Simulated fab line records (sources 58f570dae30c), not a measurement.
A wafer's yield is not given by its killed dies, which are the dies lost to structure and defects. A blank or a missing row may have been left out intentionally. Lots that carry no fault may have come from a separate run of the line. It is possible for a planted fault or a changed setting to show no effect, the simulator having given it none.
Matching of chambers ; flow berkeley-cmos170 ; UCB170_ZERO_ETCH_06 on rie-diel-03: 4 sister chambers
The step etches SiO2 in CHF3/CF4/Ar, time 12 s. 20 wafers are shown with their chamber, then 10 later ones without.

WAFERS WITH THEIR CHAMBER
wafer;chamber;throttle-valve-pct (%);drypump-motor-current-A (A);oes-product-au (a.u.)
L075.2;0;9.08;5.8;0.612
L075.4;3;9.47;5.7;0.621
L075.6;3;9.48;5.7;0.620
L077.3;3;9.48;5.8;0.623
L077.4;2;9.10;5.9;0.614
L077.6;2;9.11;5.9;0.621
L078.1;1;9.23;6.2;0.619
L078.3;3;9.50;5.7;0.628
L078.4;2;9.10;5.9;0.619
L082.1;3;9.48;5.7;0.621
L082.2;2;9.11;5.9;0.617
L082.3;1;9.23;6.2;0.631
L085.1;3;9.50;5.8;0.617
L085.2;2;9.09;5.9;0.622
L085.3;0;9.07;5.8;0.627
L085.4;3;9.48;5.7;0.621
L085.5;0;9.08;5.8;0.618
L085.6;2;9.12;5.9;0.620
L092.1;0;9.09;5.8;0.618
L092.3;2;9.11;5.9;0.615

SIGNATURES (means of the wafers above)
reading;chamber 0;chamber 1;chamber 2;chamber 3;scatter within a chamber
throttle-valve-pct;9.0800;9.2300;9.1057;9.4843;0.00982
drypump-motor-current-A;5.800;6.200;5.900;5.729;0.0299
oes-product-au;0.61875;0.62500;0.61829;0.62157;0.0044
Rule: distance of a wafer from a chamber = root of the sum over the readings of ((wafer's reading minus chamber's mean) / reading's scatter) squared. The wafer belongs to the nearest chamber; if the next one is less than 2 further off, it can't be placed. The scatter: the root of (the sum of the squares of (reading less its chamber's mean) over the shown wafers, divided by (wafers less chambers)).

WAFERS WITH NO CHAMBER GIVEN
wafer;throttle-valve-pct (%);drypump-motor-current-A (A);oes-product-au (a.u.)
L092.6;9.49;5.8;0.620
L093.1;9.24;6.2;0.620
L093.4;9.48;5.8;0.615
L093.6;9.24;6.2;0.619
L095.1;9.25;6.2;0.611
L095.4;9.49;5.8;0.618
L095.6;9.24;6.2;0.620
L097.4;9.08;5.9;0.611
L097.5;9.50;5.8;0.619
L097.6;9.09;5.7;0.629

THE CHAMBER EACH PASSED THROUGH
wafer;from the rows above;in truth
L092.6;3;3
L093.1;1;1
L093.4;3;3
L093.6;1;1
L095.1;1;1
L095.4;3;3
L095.6;1;1
L097.4;can't be placed: 2 or 0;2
L097.5;3;3
L097.6;0;0
Placed correctly: 9 of 10. Unplaceable from these rows: 1, with the true chamber sitting among the candidates in 1. Placed wrongly: 0.
